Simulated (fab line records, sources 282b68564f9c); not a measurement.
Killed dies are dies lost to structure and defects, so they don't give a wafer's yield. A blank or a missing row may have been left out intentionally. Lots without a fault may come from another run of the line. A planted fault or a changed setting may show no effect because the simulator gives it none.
Code-filled problem report in 8D (eight disciplines) form ; flow rit cmos ; the parts of the form that need people (team, actions taken, sign-off) are left out

## 1. WHAT WENT WRONG
killed at front end at RIT_M1_PROBE_99 reads a mean of 104.3 on 6 wafers of 2 lots; wafers without a fault read 6.9 with a standard deviation of 2.8. That is +35 standard deviations from the usual mean.
Seen first at day 5 18:11 on prober-02, wafer L308.2. The record holds 42 wafers of 14 lots with a number at this step. By rule, "out" or "out of limits" means more than 4 standard deviations away from the usual mean. Any other wafer with a number is counted as sound.

## 2. WHAT IT IS AND WHAT IT IS NOT
question;is;is not
which readings at this step;killed at front end, killed dies, killed on rim;killed at contacts, killed open
which lots;L308, L309;L297, L298, L299, L300, L301, L302, L314, L315, L316, L317, L319, L320
which wafers of those lots;all that have a number;-
read on which tools;prober-01, prober-02;-
when;from day 5 18:11;"up to then (18 sound wafers); but 18 sound wafers of L314, L315, L316, L317, L319, L320 came after"

## 3. WHAT RULES OUT EACH SUSPECT
Counting: a tool stays on the suspect list if, at a process step up to the reading, it processed all lots that are out and no sound lot following the first of them.
- furnace-04 at RIT_GATE_OXIDATION_05 (target thk 3 nm, ox time 270 s): kept. It processed each lot that is out, first L308 at day 4 15:55, and no sound lot thereafter; up to then, the last sound lot it processed was L302 at day 3 12:02.
Remaining after the count: furnace-04 at RIT_GATE_OXIDATION_05.

## 4. THE CAUSE (what the simulator had put in)
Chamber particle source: furnace-04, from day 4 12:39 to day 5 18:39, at RIT_GATE_OXIDATION_05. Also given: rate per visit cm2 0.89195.
Only this tool survived the counting.

## 5. THE EFFECT CHAIN, in route order
Each row: a reading whose mean over the struck wafers that have a number lies more than 3 standard deviations from the usual. Only readings for which the record gives a usual standard deviation are gone through. hours: the time from each lot's start at the first step in this table that gives one to its start at this step, as a median over the lots. sigmas: the change in usual standard deviations.
hours;step;reading;usual;on struck wafers;change;sigmas
0;RIT_M1_PROBE_99;killed at front end;6.9;104.3;+97.4;+35
0;RIT_M1_PROBE_99;killed dies;7.1;104.3;+97.2;+35
0;RIT_M1_PROBE_99;killed on rim;1.8;27.3;+25.5;+20
It contains these process steps:
- RIT_M1_PROBE_99

## 6. WHAT WOULD HAVE CAUGHT IT SOONER
First out-of-limits reading in this record: day 5 18:11, which is 30 hours after fault onset at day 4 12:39.
Tool readings at RIT_GATE_OXIDATION_05 with a usual standard deviation given in the record: none out on any struck wafer, hence no alarm at a limit of 4 standard deviations on them.
The start of RIT_GATE_OXIDATION_05 on furnace-04 came by day 5 18:11 for every one of the lots that are out (2). Tool hold at that time: it would have spared none of them.
